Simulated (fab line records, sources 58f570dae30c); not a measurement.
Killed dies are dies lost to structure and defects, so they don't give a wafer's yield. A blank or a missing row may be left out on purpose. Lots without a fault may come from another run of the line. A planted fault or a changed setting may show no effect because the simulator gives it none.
Chamber matching | flow berkeley_cmos170 | UCB170_V2_CMP_02 on cmp-02: 4 sister chambers
The step polishes SiO2. 8 wafers are shown with their chamber, then 9 later ones without.

WAFERS WITH THEIR CHAMBER
wafer  | chamber | motor_current_A (A) | slurry_filter_dp_kPa (kPa)
L863.1 | 3       | 14.1                | 13.51
L866.3 | 1       | 13.4                | 13.50
L866.5 | 2       | 13.3                | 13.67
L864.1 | 3       | 14.2                | 13.28
L864.4 | 1       | 13.7                | 13.66
L875.3 | 0       | 15.6                | 13.22
L875.4 | 2       | 14.7                | 13.55
L875.5 | 0       | 15.6                | 13.49

WAFERS WITHOUT THEIR CHAMBER
wafer  | motor_current_A (A) | slurry_filter_dp_kPa (kPa)
L876.2 | 14.8                | 13.29
L876.3 | 13.8                | 13.49
L876.5 | 13.4                | 13.52
L878.4 | 16.3                | 13.32
L878.5 | 15.5                | 13.33
L878.6 | 14.1                | 13.72
L877.1 | 14.3                | 13.40
L877.5 | 13.8                | 13.57
L877.6 | 14.5                | 13.28

WHICH CHAMBER EACH WENT THROUGH
wafer  | from the rows above               | in truth
L876.2 | can't be placed: 3 or 0 or 2 or 1 | 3
L876.3 | can't be placed: 1 or 2 or 3      | 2
L876.5 | can't be placed: 1 or 2 or 3      | 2
L878.4 | 0                                 | 0
L878.5 | 0                                 | 0
L878.6 | can't be placed: 2 or 1 or 3      | 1
L877.1 | can't be placed: 3 or 2 or 1      | 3
L877.5 | can't be placed: 2 or 1 or 3      | 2
L877.6 | can't be placed: 3 or 0 or 2 or 1 | 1
Placed correctly: 2 of 9. Can't be placed from these rows: 7 (the true chamber is among the candidates in 7). Placed wrongly: 0.
How it was worked out, from the rows above alone: a wafer's distance from a chamber is the root of the sum, over the readings, of the square of ((its reading less the chamber's mean) divided by the reading's scatter). The wafer belongs to the nearest chamber; if the next one is less than 2 further off, it can't be placed. A chamber's mean is the mean of its shown wafers. The scatter: the root of (the sum of the squares of (reading less its chamber's mean) over the shown wafers, divided by (wafers less chambers)).
